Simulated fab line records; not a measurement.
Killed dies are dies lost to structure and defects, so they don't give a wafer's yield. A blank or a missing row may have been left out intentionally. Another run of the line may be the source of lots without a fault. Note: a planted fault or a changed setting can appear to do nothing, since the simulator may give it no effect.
Split-lot experiment / flow rit cmos / route with 202 steps; 5 lots, 23 wafers read

THE SPLIT ITSELF
At RIT_NSD_IMPLANT_08, the setting dose cm2 was moved away from the recipe's 1e+15 on 9 of the 23 wafers read, by -5.1% to +6.9%. For the rest of the wafers, this setting stayed at what the recipe calls for.

FROM THE SPLIT TO THE READING: what the file shows between them, 5 steps
- RIT_PSD_IMPLANT_08 (also split here: energy kev)
- RIT_PSD_STRIP_09: strips in O2, time 180 s
- RIT_SDANNEAL_CLEAN_02: cleans in SC2, time 600 s
- RIT_SDANNEAL_RTA_03: time 5 s
- RIT_SDANNEAL_RS_MEAS_04: measures by four-point-probe

THE READING
NSD_RS in ohm/sq, measured at RIT_SDANNEAL_RS_MEAS_05 by four-point-probe. Typical for fault-free wafers on this fab line: 84.36 ohm/sq, with standard deviation 0.21 ohm/sq.

wafer=L076.1; tool, chamber at the split=implanter-02, 0; dose cm2 as run=1e+15; against the recipe=recipe; NSD_RS, ohm/sq=84.68; against lot-mates on the recipe=-
wafer=L076.2; tool, chamber at the split=implanter-02, 0; dose cm2 as run=1.025e+15; against the recipe=+2.5%; NSD_RS, ohm/sq=82.78; against lot-mates on the recipe=-1.72
wafer=L076.3; tool, chamber at the split=implanter-02, 0; dose cm2 as run=1e+15; against the recipe=recipe; NSD_RS, ohm/sq=84.38; against lot-mates on the recipe=-
wafer=L076.4; tool, chamber at the split=implanter-02, 0; dose cm2 as run=1.025e+15; against the recipe=+2.5%; NSD_RS, ohm/sq=82.94; against lot-mates on the recipe=-1.56
wafer=L076.6; tool, chamber at the split=implanter-02, 0; dose cm2 as run=1e+15; against the recipe=recipe; NSD_RS, ohm/sq=84.44; against lot-mates on the recipe=-
wafer=L077.1; tool, chamber at the split=implanter-04, 0; dose cm2 as run=9.552e+14; against the recipe=-4.5%; NSD_RS, ohm/sq=87.39; against lot-mates on the recipe=+2.94
wafer=L077.3; tool, chamber at the split=implanter-04, 0; dose cm2 as run=1e+15; against the recipe=recipe; NSD_RS, ohm/sq=84.39; against lot-mates on the recipe=-
wafer=L077.4; tool, chamber at the split=implanter-04, 0; dose cm2 as run=1e+15; against the recipe=recipe; NSD_RS, ohm/sq=84.51; against lot-mates on the recipe=-
wafer=L077.5; tool, chamber at the split=implanter-04, 0; dose cm2 as run=9.552e+14; against the recipe=-4.5%; NSD_RS, ohm/sq=87.40; against lot-mates on the recipe=+2.95
wafer=L077.6; tool, chamber at the split=implanter-04, 0; dose cm2 as run=9.552e+14; against the recipe=-4.5%; NSD_RS, ohm/sq=87.89; against lot-mates on the recipe=+3.44
wafer=L079.2; tool, chamber at the split=implanter-04, 0; dose cm2 as run=1e+15; against the recipe=recipe; NSD_RS, ohm/sq=84.42; against lot-mates on the recipe=-
wafer=L079.3; tool, chamber at the split=implanter-04, 0; dose cm2 as run=1e+15; against the recipe=recipe; NSD_RS, ohm/sq=84.49; against lot-mates on the recipe=-
wafer=L079.4; tool, chamber at the split=implanter-04, 0; dose cm2 as run=1.069e+15; against the recipe=+6.9%; NSD_RS, ohm/sq=79.71; against lot-mates on the recipe=-4.64
wafer=L079.5; tool, chamber at the split=implanter-04, 0; dose cm2 as run=1e+15; against the recipe=recipe; NSD_RS, ohm/sq=84.14; against lot-mates on the recipe=-
wafer=L079.6; tool, chamber at the split=implanter-04, 0; dose cm2 as run=1.069e+15; against the recipe=+6.9%; NSD_RS, ohm/sq=80.00; against lot-mates on the recipe=-4.35
wafer=L081.2; tool, chamber at the split=implanter-02, 0; dose cm2 as run=9.486e+14; against the recipe=-5.1%; NSD_RS, ohm/sq=87.88; against lot-mates on the recipe=+3.67
wafer=L081.3; tool, chamber at the split=implanter-02, 0; dose cm2 as run=9.486e+14; against the recipe=-5.1%; NSD_RS, ohm/sq=88.04; against lot-mates on the recipe=+3.83
wafer=L081.4; tool, chamber at the split=implanter-02, 0; dose cm2 as run=1e+15; against the recipe=recipe; NSD_RS, ohm/sq=84.15; against lot-mates on the recipe=-
wafer=L081.5; tool, chamber at the split=implanter-02, 0; dose cm2 as run=1e+15; against the recipe=recipe; NSD_RS, ohm/sq=84.21; against lot-mates on the recipe=-
wafer=L081.6; tool, chamber at the split=implanter-02, 0; dose cm2 as run=1e+15; against the recipe=recipe; NSD_RS, ohm/sq=84.28; against lot-mates on the recipe=-
wafer=L084.1; tool, chamber at the split=implanter-01, 0; dose cm2 as run=1e+15; against the recipe=recipe; NSD_RS, ohm/sq=84.35; against lot-mates on the recipe=-
wafer=L084.3; tool, chamber at the split=implanter-01, 0; dose cm2 as run=1e+15; against the recipe=recipe; NSD_RS, ohm/sq=84.71; against lot-mates on the recipe=-
wafer=L084.5; tool, chamber at the split=implanter-01, 0; dose cm2 as run=1e+15; against the recipe=recipe; NSD_RS, ohm/sq=84.36; against lot-mates on the recipe=-

FIT RESULTS
A straight line over all 23 wafers: NSD_RS changes by -0.676 ohm/sq for each +1% of dose cm2; r = -1.00; the points scatter about the line by 0.18 ohm/sq.
The same after taking each lot's own level away (the mean of its wafers on the recipe; 23 wafers): -0.681 ohm/sq for each +1%; r = -1.00; scatter 0.17 ohm/sq.
That fit puts the effect of the largest move of dose cm2 on the reading at 4.7 ohm/sq.
From 84.213 to 84.500 ohm/sq: that is the span of the lots' own levels, equal to 1.4 times the standard deviation above.
Consequently the slope shifts little with the lot-to-lot level, the two slopes agreeing.
Check: with one of the wafers moved furthest among these (+6.9%) left out of the fit, the line predicts -4.65 ohm/sq for it against its lot-mates. It came out at -4.64 ohm/sq against them.

THE OTHER SPLITS THESE WAFERS WENT THROUGH
Before the reading, these wafers also passed through other splits. Each is held against what the fit with the lots' levels taken away leaves over:
other split on the same wafers=RIT_NWELL_IMPLANT_08 energy kev; wafers away from the commonest value=7; r with NSD_RS (lot level and that fit taken away)=+0.23
other split on the same wafers=RIT_NRETRO_COAT_01 resist thk nm; wafers away from the commonest value=9; r with NSD_RS (lot level and that fit taken away)=+0.02
other split on the same wafers=RIT_NRETRO_IMPLANT_08 energy kev; wafers away from the commonest value=7; r with NSD_RS (lot level and that fit taken away)=+0.20
other split on the same wafers=RIT_PRETRO_IMPLANT_08 energy kev; wafers away from the commonest value=7; r with NSD_RS (lot level and that fit taken away)=-0.08
other split on the same wafers=RIT_GATE_OXIDATION_05 temp c; wafers away from the commonest value=15; r with NSD_RS (lot level and that fit taken away)=-0.13
other split on the same wafers=RIT_PLDD_COAT_01 spin rpm; wafers away from the commonest value=9; r with NSD_RS (lot level and that fit taken away)=-0.03
other split on the same wafers=RIT_PSD_IMPLANT_08 energy kev; wafers away from the commonest value=5; r with NSD_RS (lot level and that fit taken away)=+0.02

THE FILE'S OWN FIT
NSD_RS changes by -0.681 ohm/sq for each +1% of dose cm2, r = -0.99.
